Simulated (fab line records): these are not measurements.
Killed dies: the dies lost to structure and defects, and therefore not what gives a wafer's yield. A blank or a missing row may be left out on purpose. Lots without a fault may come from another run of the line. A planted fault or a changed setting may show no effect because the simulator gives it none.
A struck lot beside a sound one -- flow berkeley_cmos170 -- 14 steps out of a route of 331
Sound: the wafers L208.1, L208.4, L208.5. The struck wafers were L212.1, L212.3, L212.4. The cause is given at the end.
Each step with rows lists, per side, the tool, then ch with its chambers, then its first start. Under that, the readings that differ: sound wafers -- struck wafers -- difference of the means -- sigmas: that difference in standard deviations of wafers without a fault.
alike: readings with means less than 2 such deviations apart, plus words and numbers identical on both sides. not compared: withheld readings, readings lacking a value on some wafer, bounds such as >300 that could conceal the same value, and numbers that have no deviation in the record and whose values overlap.
The two part at a step that has a row with sigmas, a row that says differs or no value, or rows on one side only. When numbers do not overlap yet have no deviation, they are printed without sigmas and do not part them. A reading that every wafer of one side lacks parts them only if that side has two wafers or more.

UCB170_FIELD_THK_MEAS_90:
  sound: film_metro-03 at day 7 14:58; struck: film_metro-01 at day 8 07:31
  alike: FIELD_OXIDE_LEFT_1_THK
then, 2 steps without rows for these wafers: UCB170_SACOX_CLEAN_00 (cleans in dHF, time 7.5 s); UCB170_SACOX_OXIDATION_01 (target thk 14.4 nm, ox time 2400 s).
UCB170_SACOX_THK_MEAS_02:
  sound: film_metro-04 at day 7 17:34; struck: film_metro-04 at day 8 12:02
  alike: SACOX_OXIDE_THK
then, 2 steps without rows for these wafers: UCB170_SCREENOX_WET_ETCH_00 (etches SiO2 in dHF, time 200 s); UCB170_SCREENOX_OXIDATION_01 (target thk 14.4 nm, ox time 2400 s).
UCB170_SCREENOX_THK_MEAS_02:
  sound: film_metro-03 at day 7 21:34; struck: film_metro-01 at day 8 17:42
  alike: SCREENOX_OXIDE_THK
then, 5 steps without rows for these wafers: UCB170_SCREENOX_ANNEAL_03 (time 900 s); UCB170_NVT_HMDS_00 (prime time 60 s); UCB170_NVT_COAT_01 (resist thk 900 nm); UCB170_NVT_SOFTBAKE_02 (time 60 s); UCB170_NVT_EXPOSE_03 (exposes mask PWELL, target cd 3000 nm).
UCB170_NVT_PEB_04:
  sound on litho_track-03 ch 0, day 8 03:53; struck on litho_track-03, day 8 23:56
  no value came back on the struck wafers for chill_plate_temp_C (C), exhaust_pa (Pa); on the sound wafers chill_plate_temp_C (C) reads 23.03 22.92 22.91
then, 1 step without rows for these wafers: UCB170_NVT_DEVELOP_05 (develop time 45 s).

== WHERE THEY PART ==
Only at UCB170_NVT_PEB_04, as far as this record shows.

WHY: the cause the simulator had injected
Entire step skipped (litho_track-03, UCB170_NVT_PEB_04), from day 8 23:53 onward. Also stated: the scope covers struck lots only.
